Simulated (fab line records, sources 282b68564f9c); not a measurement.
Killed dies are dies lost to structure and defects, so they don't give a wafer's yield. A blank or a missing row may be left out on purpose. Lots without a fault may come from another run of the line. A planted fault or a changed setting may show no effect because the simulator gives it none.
A struck lot beside a sound one | flow rit_cmos | 27 steps out of a route of 202
Sound: wafers L533.3, L533.4, L533.5. Struck: wafers L537.1, L537.2, L537.6. The cause comes at the end.
At each step with rows: each side's tool, then ch and its chambers, then its first start. Under that, the readings that differ: sound wafers | struck wafers | difference of the means | sigmas: that difference in standard deviations of wafers without a fault.
alike: readings whose means differ by less than 2 such deviations, and words and numbers that are the same on both sides. not compared: withheld readings, readings that some wafer has no value for, bounds like >300 that may hide the same value, and numbers for which the record gives no deviation and whose values overlap.
The two part at a step that has a row with sigmas, a row that says differs or no value, or rows on one side only. Numbers that don't overlap but have no deviation are shown without sigmas and don't part them. A reading that every wafer of one side lacks parts them only if that side has two wafers or more.

RIT_ACTIVE_BOW_MEAS_00:
  sound on film_metro-03, day 2 06:02; struck on film_metro-04, day 3 02:00
  alike: INCOMING_BOW
then, 1 step without rows for these wafers: RIT_ACTIVE_OXIDATION_01 (target thk 46.8 nm, ox time 3360 s).
RIT_ACTIVE_THK_MEAS_02:
  sound on film_metro-03, day 2 08:46; struck on film_metro-02, day 3 04:03
  alike: ACTIVE_OXIDE_THK
RIT_ACTIVE_CVD_03: deposits Si3N4 from SiH2Cl2/NH3, target thk 150 nm, time 1500 s.
  sound on lpcvd-02 ch 1, day 2 08:48; struck on lpcvd-01 ch 1, day 3 04:07
  reading                                  | sound             | struck            | difference | sigmas
  nh3_flow_sccm (sccm)                     | 149.9 149.9 149.7 | 180.3 181.1 180.2 | +30.7      | +63
  model.Si3N4_of_ACTIVE_CVD_03.thk_nm (nm) | 149.8 149.3 149.6 | 170.8 170.6 172.2 | +21.6      |
RIT_ACTIVE_THK_MEAS_04:
  sound on film_metro-02, day 2 10:14; struck on film_metro-04, day 3 05:32
  reading                 | sound             | struck            | difference | sigmas
  ACTIVE_NITRIDE_THK (nm) | 149.8 149.3 149.6 | 170.9 170.6 172.3 | +21.7      | +18
then, 6 steps without rows for these wafers: RIT_ACTIVE_HMDS_05 (prime time 60 s); RIT_ACTIVE_COAT_06 (resist thk 1000 nm); RIT_ACTIVE_SOFTBAKE_07 (time 60 s); RIT_ACTIVE_EXPOSE_08 (exposes mask M1, target cd 1400 nm); RIT_ACTIVE_PEB_09; RIT_ACTIVE_DEVELOP_10 (develop time 50 s).
RIT_ACTIVE_CD_MEAS_11: target cd 1400 nm.
  sound on cd_sem-02, day 2 11:10; struck on cd_sem-01, day 3 06:26
  reading    | sound                | struck               | difference | sigmas
  cd_nm (nm) | 1399.7 1401.0 1401.4 | 1396.0 1395.6 1394.4 | -5.4       | -2
then, 1 step without rows for these wafers: RIT_ACTIVE_HARDBAKE_12 (time 60 s).
RIT_ACTIVE_ETCH_13: etches Si3N4 in SF6, stops on SiO2, time 210 s, target depth 210 nm.
  sound on rie_diel-03 ch 0,2,3, day 2 11:23; struck on rie_diel-01 ch 0,1, day 3 06:43
  reading                            | sound             | struck            | difference | sigmas
  oes_product_au (a.u.)              | 0.813 0.819 0.818 | 0.868 0.862 0.869 | +0.050     | +5
  model.etch.depth_nm (nm)           | 149.8 149.3 149.6 | 170.8 170.6 172.2 | +21.6      |
  model.ACTIVE.feature_depth_nm (nm) | 151.2 149.3 149.8 | 171.6 170.6 172.9 | +21.6      |
  alike: drypump_motor_current_A, throttle_valve_pct
  not compared: rf_hours_counter_h
RIT_ACTIVE_STRIP_14: strips in O2, time 180 s.
  sound on plasma_asher-01 ch 0,1, day 2 11:35; struck on plasma_asher-04 ch 0,1, day 3 06:50
  alike: drypump_motor_current_A
  not compared: rf_hours_counter_h
RIT_ACTIVE_CD_MEAS_90: target cd 1400 nm.
  sound on cd_sem-01, day 2 11:44; struck on cd_sem-01, day 3 07:01
  reading    | sound                | struck               | difference | sigmas
  cd_nm (nm) | 1399.9 1401.1 1401.6 | 1396.1 1395.4 1394.7 | -5.5       | -2
then, 4 steps without rows for these wafers: RIT_ACTIVE_CLEAN_15 (cleans in SC1, time 600 s); RIT_ACTIVE_CLEAN_16 (cleans in dHF, time 30 s); RIT_ACTIVE_CLEAN_17 (cleans in SC2, time 600 s); RIT_FOX1_OXIDATION_00 (target thk 350.7 nm, ox time 1130 s).
RIT_FOX1_THK_MEAS_01:
  sound on film_metro-01, day 2 13:34; struck on film_metro-03, day 3 10:18
  reading             | sound       | struck      | difference | sigmas
  FOX1_OXIDE_THK (nm) | 365 372 370 | 351 348 347 | -20        | -3
then, 2 steps without rows for these wafers: RIT_FOX1_WET_ETCH_02 (etches SiO2 in BOE, target depth 350 nm, time 390 s); RIT_FOX2_OXIDATION_00 (target thk 350.7 nm, ox time 1130 s).
RIT_FOX2_THK_MEAS_01:
  sound on film_metro-01, day 2 15:04; struck on film_metro-02, day 3 13:31
  alike: FOX2_OXIDE_THK
RIT_FOX2_CLEAN_02: cleans in dHF, time 180 s.
  sound on wet_bench-03 ch 0, day 2 15:06; struck on wet_bench-03 ch 0, day 3 13:35
  reading                                  | sound           | struck            | difference | sigmas
  model.Si3N4_of_ACTIVE_CVD_03.thk_nm (nm) | 130.5 130 130.3 | 151.5 151.3 152.9 | +21.6      |
then, 1 step without rows for these wafers: RIT_FOX2_WET_ETCH_03 (etches Si3N4 in H3PO4, target depth 195 nm, time 2700 s).
RIT_M1_PROBE_99:
  sound on prober-01, day 4 06:12; struck on prober-01, day 5 06:10
  alike: killed_at_contacts, killed_at_front_end, killed_dies, killed_open, killed_short

WHERE THEY PART
First at RIT_ACTIVE_CVD_03; last, within this record, at RIT_FOX1_THK_MEAS_01. Later steps at which nothing parts them and some readings are alike: RIT_FOX2_THK_MEAS_01, RIT_M1_PROBE_99.

WHY: what the simulator had put in
Process parameter drift: lpcvd-01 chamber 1, from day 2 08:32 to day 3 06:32, at RIT_ACTIVE_CVD_03. Setting nh3_flow_sccm, moved by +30, from 150. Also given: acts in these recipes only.
